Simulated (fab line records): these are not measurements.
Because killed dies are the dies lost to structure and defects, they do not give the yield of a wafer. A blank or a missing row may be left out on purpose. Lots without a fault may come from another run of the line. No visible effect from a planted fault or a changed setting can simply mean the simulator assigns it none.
The same fault as seen by 2 desks | flow rit_cmos | each desk holds nothing but its own numbers, with what lay behind them at the end

== FOR THE TOOL OWNER'S DESK: rtp_anneal-02 ==
The tool's own readings at RIT_SILICIDE_RTA_04 (time 10 s, ramp up 5 s, ramp down 5 s): means of the sampled wafers that have a number, for each lot that ran on this tool. The brackets show how far a lot's mean lies from the usual mean; more than 4 standard deviations puts the lot out of limits, marked OUT.
Columns: A = wafer_temp_C_max at RIT_SILICIDE_RTA_04, usual 653.3
lot  | first seen here | A
L483 | day 3 13:50     | 653.9
L491 | day 5 04:34     | 654.5
L493 | day 5 14:06     | 653.0
This desk found nothing out of limits on any of the 3 lots.

== AT THE METROLOGY DESK ==
What the gauges read for every lot (on any tool): the sampled wafers with a number, averaged. The brackets show how far a lot's mean lies from the usual mean; more than 4 standard deviations puts the lot out of limits, marked OUT. Of its 14 readings 7 are shown: those that lie furthest out on some lot.
Columns: A = PSD_RS at RIT_SDANNEAL_RS_MEAS_04, usual 115.9 ohm/sq; B = NSD_RS at RIT_SDANNEAL_RS_MEAS_05, usual 84.5 ohm/sq; C = cd_nm at RIT_CONTACT_CD_MEAS_08, usual 1000.6 nm; D = CONTACT_OVL at RIT_CONTACT_OVL_MEAS_09, usual 0.2 nm; E = cd_nm at RIT_CONTACT_CD_MEAS_90, usual 1000.5 nm; F = M1_AL_THK at RIT_M1_THK_MEAS_02, usual 405 nm; G = M1_OVL at RIT_M1_OVL_MEAS_10, usual -0.5 nm
lot  | first seen here | A     | B    | C      | D    | E      | F   | G
L483 | day 3 13:01     | 115.3 | 85.1 | 1001.0 | -0.9 | 1000.8 | 405 | 0.7
L488 | day 4 13:01     | 116.0 | 84.7 | 999.8  | -0.7 | 999.7  | 401 | -1.2
L491 | day 5 03:37     | 116.0 | 84.7 | 1000.5 | 1.2  | 1000.6 | 406 | 0.7
L493 | day 5 13:17     | 116.3 | 84.6 | 996.7  | 0.3  | 996.9  | 403 | -0.9
L496 | day 6 04:04     | 115.8 | 84.4 | 1000.1 | 1.7  | 1000.0 | 409 | 0.8
L500 | day 7 00:41     | 115.9 | 84.6 | 1002.0 | -0.9 | 1002.4 | 411 | -2.3
This desk found nothing out of limits on any of the 6 lots.

== ALL TOGETHER ==
The desk of the tool owner found nothing out of limits.
The metrology desk saw nothing out of limits.

== WHAT WAS PUT IN BY THE SIMULATOR ==
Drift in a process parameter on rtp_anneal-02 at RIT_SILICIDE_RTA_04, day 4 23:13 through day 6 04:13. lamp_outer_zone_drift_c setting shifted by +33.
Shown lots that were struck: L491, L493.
